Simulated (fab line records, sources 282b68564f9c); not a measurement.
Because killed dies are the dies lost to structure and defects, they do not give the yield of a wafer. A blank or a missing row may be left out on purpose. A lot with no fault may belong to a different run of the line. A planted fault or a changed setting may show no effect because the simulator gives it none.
fab line records + flow ritCmos
record
- lots=6
- wafers=18
- lastDay=5
route steps=202 shown CONTACT@179 M1@184
lots that met no fault: from a run of the same line without faults
startH: the number of hours between the record's first day and the start of the first shown wafer of the lot + waitH: hours elapsed since this lot's preceding step + " identical to the entry in the row above + L1.1+2: several wafers, shown together as one row + - value missing, or start not given + * or withheld: withheld + < > ~ a bound
route shown NAME@n: NAME is a module with steps in the file, n the number in the route of the first one + usual: mean/standard deviation of fault-free wafers + same: alike in all rows + chamber/n: place in a boat + sites: each site's reading + _std_site: standard deviation across them + _edge_site: inner sites' mean taken away from outer sites' mean + radiusMm: for every site, how far away it sits from the centre of the wafer + mask NAME#n: copy n + behind: the most recent tool/chamber to have shaped the wafer + hold: the reason the lot was held/the length of the hold in hours/how it ended + device: whichever transistor did not switch (one of n, p or np) + end of line: the route-end tests of the same wafers + a step with no rows: only its recipe + killed: dies that structure and defects cost at the first sort, which is not the same as the wafer's yield + map: dies across one wafer; x = killed, . = not, _ = none there
set.NAME: the setting as run; set.NAME@STEP: as run at that earlier step + model.NAME: the simulator's own value behind a step, which no gauge read
a table for each step, a row for each wafer; lots at some steps of the route
services: the hour from which a tool's chamber was out of use, counted from the record's first day as startH (under 0 if before that day), plus the number of hours and why
## steps
# step RIT_CONTACT_ETCH_11
# recipe
- targetDepthA=4800
- overEtchFrac=0.2
- stopOn=TiSi2
- chemistry=CHF3/CF4/Ar
- target=SiO2
- CHF3_flow_sccm=50
- cf4FlowSccm=10
- Ar_flow_sccm=100
- O2_flow_sccm=5
- pressureMtorr=100
- rfW=200
- timeS=320
# usual
- cf4FlowSccm=10.000/0.026
- drypumpMotorCurrentA=5.8/0.55
- oesProductAu=0.989/0.011
- throttleValvePct=8.85/0.11
# same
- overEtchFrac=0.2
| lot.wafer | tool       | chamber | startH | waitH | cf4FlowSccm | drypumpMotorCurrentA | oesProductAu | rfHoursCounterH | throttleValvePct |
|-----------|------------|---------|--------|-------|-------------|----------------------|--------------|-----------------|------------------|
| L834.2    | rieDiel-01 | 3       | 52.76  | 0.1   | 9.980       | 6.0                  | 0.976        | 140             | 8.72             |
| L834.3    | "          | 2       | "      | "     | 9.959       | 5.9                  | 0.982        | 16              | 8.89             |
| L834.4    | "          | 1       | "      | "     | 9.985       | 6.1                  | 1.021        | 154             | 8.85             |
| L835.1    | rieDiel-02 | 3       | 61.95  | 0.1   | 10.016      | 5.8                  | 0.995        | 93              | 9.00             |
| L835.5    | "          | 0       | "      | "     | 10.000      | 4.7                  | 0.992        | -               | 8.74             |
| L835.6    | "          | 1       | "      | "     | 9.996       | 6.5                  | 0.992        | -               | 8.74             |
| L837.1    | rieDiel-01 | 1       | 70.24  | 0.1   | 9.993       | 6.1                  | 1.017        | 155             | 8.83             |
| L837.5    | "          | 0       | "      | "     | 9.999       | 6.1                  | 0.988        | -               | 8.77             |
| L837.6    | "          | 1       | "      | "     | 9.991       | 6.1                  | 1.013        | -               | 8.85             |
| L838.3    | rieDiel-03 | 2       | 73.95  | 0.1   | 9.994       | 5.9                  | 1.012        | 61              | 9.01             |
| L838.5    | "          | 2       | "      | "     | 9.941       | 5.9                  | 1.016        | -               | 9.03             |
| L838.6    | "          | 1       | "      | "     | 10.005      | 5.0                  | 0.972        | -               | 8.71             |
| L840.3    | rieDiel-02 | 1       | 86.46  | 0.1   | 9.967       | 6.5                  | 0.988        | 144             | 8.73             |
| L840.4    | "          | 3       | "      | "     | 9.974       | 5.8                  | 0.999        | 93              | 8.99             |
| L840.5    | "          | 2       | "      | "     | 9.994       | 5.5                  | 0.988        | -               | 8.96             |
| L847.1    | rieDiel-02 | 0       | 118.03 | 0.1   | 10.025      | 4.8                  | 0.996        | 72              | 8.74             |
| L847.3    | "          | 1       | "      | "     | 9.990       | 6.5                  | 0.995        | 145             | 8.74             |
| L847.6    | "          | 1       | "      | "     | 10.061      | 6.5                  | 0.984        | -               | 8.74             |
# step RIT_CONTACT_STRIP_12
# recipe
- chemistry=O2
- timeS=180
- resist=NOVOLAK
- platenTempC=withheld
- powerW=500
- pressureMtorr=4000
- o2FlowSccm=4000
# usual
- drypumpMotorCurrentA=6.0/0.47
| lot.wafer | tool           | chamber | startH | waitH | drypumpMotorCurrentA | rfHoursCounterH |
|-----------|----------------|---------|--------|-------|----------------------|-----------------|
| L834.2    | plasmaAsher-04 | 0       | 52.96  | 0.1   | 5.8                  | 41              |
| L834.3    | "              | 0       | "      | "     | 5.8                  | -               |
| L834.4    | "              | 1       | "      | "     | 5.4                  | -               |
| L835.1    | plasmaAsher-01 | 0       | 62.14  | 0.1   | 6.6                  | 41              |
| L835.5    | "              | 1       | "      | "     | 6.4                  | -               |
| L835.6    | "              | 0       | "      | "     | 6.6                  | -               |
| L837.1    | plasmaAsher-01 | 0       | 70.43  | 0.1   | 6.6                  | 42              |
| L837.5    | "              | 1       | "      | "     | 6.4                  | -               |
| L837.6    | "              | 0       | "      | "     | 6.6                  | -               |
| L838.3    | plasmaAsher-01 | 1       | 74.21  | 0.2   | 6.4                  | -               |
| L838.5    | "              | 0       | "      | "     | 6.6                  | -               |
| L838.6    | "              | 1       | "      | "     | 6.4                  | -               |
| L840.3    | plasmaAsher-01 | 1       | 86.71  | 0.2   | 6.4                  | -               |
| L840.4    | "              | 0       | "      | "     | 6.7                  | -               |
| L840.5    | "              | 1       | "      | "     | 6.4                  | -               |
| L847.1    | plasmaAsher-04 | 0       | 118.23 | 0.1   | 5.7                  | 49              |
| L847.3    | "              | 1       | "      | "     | 5.4                  | -               |
| L847.6    | "              | 1       | "      | "     | 5.4                  | -               |
# step RIT_CONTACT_CD_MEAS_90
# recipe
- targetCdNm=1000
# usual
- cdNm=998.4/2.3
| lot.wafer | tool     | chamber | startH | waitH | cdNm   |
|-----------|----------|---------|--------|-------|--------|
| L834.2    | cdSem-02 | -       | 53.15  | 0.1   | 1001.1 |
| L834.3    | "        | -       | "      | "     | 999.6  |
| L834.4    | "        | -       | "      | "     | 1001.1 |
| L835.1    | cdSem-01 | -       | 62.32  | 0.1   | 997.7  |
| L835.5    | "        | -       | "      | "     | 997.0  |
| L835.6    | "        | -       | "      | "     | 999.8  |
| L837.1    | cdSem-01 | -       | 70.61  | 0.1   | 997.0  |
| L837.5    | "        | -       | "      | "     | 999.9  |
| L837.6    | "        | -       | "      | "     | 995.7  |
| L838.3    | cdSem-02 | -       | 74.36  | 0.1   | 999.7  |
| L838.5    | "        | -       | "      | "     | 999.4  |
| L838.6    | "        | -       | "      | "     | 999.0  |
| L840.3    | cdSem-02 | -       | 86.87  | 0.1   | 1001.2 |
| L840.4    | "        | -       | "      | "     | 1001.3 |
| L840.5    | "        | -       | "      | "     | 1001.4 |
| L847.1    | cdSem-01 | -       | 118.40 | 0.1   | 998.3  |
| L847.3    | "        | -       | "      | "     | 996.6  |
| L847.6    | "        | -       | "      | "     | 997.9  |
# step RIT_CONTACT_CLEAN_13
# recipe
- chemistry=SC1
- mix=3:3:50
- timeS=600
- tempC=75
# step RIT_CONTACT_CLEAN_14
# recipe
- chemistry=SC2
- mix=3:3:50
- timeS=600
- tempC=75
- dry=n2Spin
# step RIT_M1_SPUTTER_00
# recipe
- material=Al
- targetThkNm=400
- powerW=2000
- chamberPressurePa=0.4
- gas=Ar
- timeS=500
- substrateTempC=25
# usual
- cathodeDcPowerW=2000.0/0.34
- substrateTempC=24.98/0.11
- throttleValvePct=30.1/0.97
| lot.wafer | tool          | chamber | startH | waitH | cathodeDcPowerW | substrateTempC | throttleValvePct |
|-----------|---------------|---------|--------|-------|-----------------|----------------|------------------|
| L834.2    | pvdSputter-02 | -       | 53.65  | 0.0   | 2000.2          | 24.95          | 31.9             |
| L834.3    | "             | -       | "      | "     | 2000.2          | 24.86          | 29.2             |
| L834.4    | "             | -       | "      | "     | 2000.2          | 25.07          | 31.0             |
| L835.1    | pvdSputter-01 | -       | 62.80  | 0.0   | 1999.4          | 25.15          | 31.0             |
| L835.5    | "             | -       | "      | "     | 1999.9          | 24.95          | 31.0             |
| L835.6    | "             | -       | "      | "     | 2000.0          | 24.83          | 27.9             |
| L837.1    | pvdSputter-04 | -       | 71.09  | 0.0   | 2000.7          | 24.93          | 29.6             |
| L837.5    | "             | -       | "      | "     | 1999.9          | 25.07          | 30.6             |
| L837.6    | "             | -       | "      | "     | 1999.9          | 25.09          | 29.8             |
| L838.3    | pvdSputter-01 | -       | 74.81  | 0.0   | 2000.4          | 24.94          | 31.1             |
| L838.5    | "             | -       | "      | "     | 1999.9          | 24.89          | 31.0             |
| L838.6    | "             | -       | "      | "     | 2000.4          | 25.02          | 30.1             |
| L840.3    | pvdSputter-01 | -       | 87.49  | 0.0   | 2000.1          | 24.90          | 30.8             |
| L840.4    | "             | -       | "      | "     | 2000.3          | 25.10          | 30.7             |
| L840.5    | "             | -       | "      | "     | 1999.8          | 24.93          | 31.2             |
| L847.1    | pvdSputter-04 | -       | 118.87 | 0.0   | 2000.2          | 24.85          | 30.1             |
| L847.3    | "             | -       | "      | "     | 2000.3          | 24.97          | 30.3             |
| L847.6    | "             | -       | "      | "     | 2000.0          | 25.06          | 29.8             |
# step RIT_M1_RS_MEAS_01
# recipe
- thkMeasGauge=four-point-probe
- reads=Al_of_M1_SPUTTER_00
# usual
- M1_AL_RS=0.0733/0.0008
| lot.wafer | tool         | chamber | startH | waitH | M1_AL_RS[ohm/sq] |
|-----------|--------------|---------|--------|-------|------------------|
| L834.2    | filmMetro-02 | -       | 53.96  | 0.2   | 0.0737           |
| L834.3    | "            | -       | "      | "     | 0.0734           |
| L834.4    | "            | -       | "      | "     | 0.0727           |
| L835.1    | filmMetro-02 | -       | 63.10  | 0.1   | 0.0731           |
| L835.5    | "            | -       | "      | "     | 0.0718           |
| L835.6    | "            | -       | "      | "     | 0.0735           |
| L837.1    | filmMetro-03 | -       | 71.39  | 0.1   | 0.0731           |
| L837.5    | "            | -       | "      | "     | 0.0734           |
| L837.6    | "            | -       | "      | "     | 0.0731           |
| L838.3    | filmMetro-02 | -       | 75.14  | 0.2   | 0.0710           |
| L838.5    | "            | -       | "      | "     | 0.0724           |
| L838.6    | "            | -       | "      | "     | 0.0715           |
| L840.3    | filmMetro-03 | -       | 87.83  | 0.2   | 0.0742           |
| L840.4    | "            | -       | "      | "     | 0.0737           |
| L840.5    | "            | -       | "      | "     | 0.0737           |
| L847.1    | filmMetro-03 | -       | 119.16 | 0.1   | 0.0724           |
| L847.3    | "            | -       | "      | "     | 0.0728           |
| L847.6    | "            | -       | "      | "     | 0.0725           |
# step RIT_M1_THK_MEAS_02
# recipe
- thkMeasGauge=xrf
- reads=Al_of_M1_SPUTTER_00
# usual
- M1_AL_THK=402/4.7
| lot.wafer | tool         | chamber | startH | waitH | M1_AL_THK[nm] |
|-----------|--------------|---------|--------|-------|---------------|
| L834.2    | filmMetro-02 | -       | 54.07  | 0.1   | 400           |
| L834.3    | "            | -       | "      | "     | 401           |
| L834.4    | "            | -       | "      | "     | 403           |
| L835.1    | filmMetro-02 | -       | 63.22  | 0.1   | 399           |
| L835.5    | "            | -       | "      | "     | 408           |
| L835.6    | "            | -       | "      | "     | 400           |
| L837.1    | filmMetro-03 | -       | 71.51  | 0.1   | 407           |
| L837.5    | "            | -       | "      | "     | 403           |
| L837.6    | "            | -       | "      | "     | 406           |
| L838.3    | filmMetro-02 | -       | 75.24  | 0.1   | 416           |
| L838.5    | "            | -       | "      | "     | 407           |
| L838.6    | "            | -       | "      | "     | 413           |
| L840.3    | filmMetro-03 | -       | 87.93  | 0.1   | 397           |
| L840.4    | "            | -       | "      | "     | 400           |
| L840.5    | "            | -       | "      | "     | 398           |
| L847.1    | filmMetro-03 | -       | 119.28 | 0.1   | 409           |
| L847.3    | "            | -       | "      | "     | 404           |
| L847.6    | "            | -       | "      | "     | 406           |
# step RIT_M1_HMDS_03
# recipe
- primeTimeS=61.38
- primeTempC=140
# step RIT_M1_COAT_04
# recipe
- resist=NOVOLAK
- spinRpm=2000
- resistThkNm=1300
# step RIT_M1_SOFTBAKE_05
# recipe
- resist=NOVOLAK
- tempC=90
- timeS=60
# step RIT_M1_EXPOSE_06
# recipe
- maskId=M12
- na=0.6
- sourceShape=conventional
- sigmaOuter=0.5
- targetCdNm=2600
- doseMj=250
# step RIT_M1_PEB_07
# recipe
- resist=NOVOLAK
- tempC=withheld
- timeS=withheld
# usual
- chillPlateTempC=*
- exhaustPa=45.1/0.83
| lot.wafer | tool          | chamber | startH | waitH | chillPlateTempC | exhaustPa |
|-----------|---------------|---------|--------|-------|-----------------|-----------|
| L834.2    | lithoTrack-02 | 0       | 55.05  | 0.3   | *               | 46.0      |
| L834.3    | "             | 0       | "      | "     | *               | 46.1      |
| L834.4    | "             | 0       | "      | "     | *               | 45.5      |
| L835.1    | lithoTrack-03 | 0       | 64.01  | 0.1   | *               | 45.4      |
| L835.5    | "             | 0       | "      | "     | *               | 44.8      |
| L835.6    | "             | 0       | "      | "     | *               | 45.8      |
| L837.1    | lithoTrack-02 | -       | 72.26  | 0.1   | -               | -         |
| L837.5    | "             | -       | "      | "     | -               | -         |
| L837.6    | "             | -       | "      | "     | -               | -         |
| L838.3    | lithoTrack-04 | -       | 76.08  | 0.1   | -               | -         |
| L838.5    | "             | -       | "      | "     | -               | -         |
| L838.6    | "             | -       | "      | "     | -               | -         |
| L840.3    | lithoTrack-02 | 0       | 88.71  | 0.1   | *               | 45.0      |
| L840.4    | "             | 0       | "      | "     | *               | 45.0      |
| L840.5    | "             | 0       | "      | "     | *               | 46.2      |
| L847.1    | lithoTrack-04 | 0       | 119.91 | 0.1   | *               | 43.9      |
| L847.3    | "             | 0       | "      | "     | *               | 44.4      |
| L847.6    | "             | 0       | "      | "     | *               | 44.6      |
# step RIT_M1_DEVELOP_08
# recipe
- resist=NOVOLAK
- developTimeS=68
- devTempC=23
## services
| tool           | chamber | startH | hours | kind                  |
|----------------|---------|--------|-------|-----------------------|
| pvdSputter-01  | -       | 31.59  | 6.0   | repair                |
| rieDiel-03     | -       | 35.58  | 28.1  | pm                    |
| rieDiel-01     | 0       | 45.17  | 1.5   | repair                |
| plasmaAsher-01 | -       | 46.11  | 1.4   | repair                |
| pvdSputter-04  | -       | 55.86  | 1.9   | repair                |
| pvdSputter-04  | -       | 61.35  | 7.5   | repair                |
| rieDiel-01     | 0       | 72.89  | -     | clean                 |
| rieDiel-01     | 0       | 72.89  | -     | consumableReplace:esc |
| rieDiel-01     | 0       | 72.89  | 21.3  | scheduledDown         |
| rieDiel-01     | 0       | 72.89  | 21.3  | ventCycle             |
| plasmaAsher-01 | -       | 76.21  | 2.8   | pm                    |
| rieDiel-03     | 1       | 79.70  | 9.6   | repair                |
| pvdSputter-01  | -       | 83.96  | 1.1   | repair                |
| rieDiel-03     | -       | 93.04  | 65.3  | repair                |
| pvdSputter-04  | -       | 104.57 | 3.6   | repair                |
## key
firstSign
- step=RIT_M1_PEB_07
- reading=toolRecord
- direction=missing
effect none on later readings
metAt RIT_M1_PEB_07
struckWafers L837.1,L837.5,L837.6,L838.3,L838.5,L838.6
sortLeftOut L837.1,L837.5,L837.6,L838.3,L838.5,L838.6
onsetBetween 55.05 72.26
fault
- kind=skippedStepWhole
- tool=lithoTrack-02,lithoTrack-04
- chamber=-
- onsetH=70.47
- steps=RIT_M1_PEB_07
- scope=struckLotsOnly
# sortLeftOut: the simulated sort isn't trusted on such a fault, so these wafers' sort isn't shown, and their yield isn't known
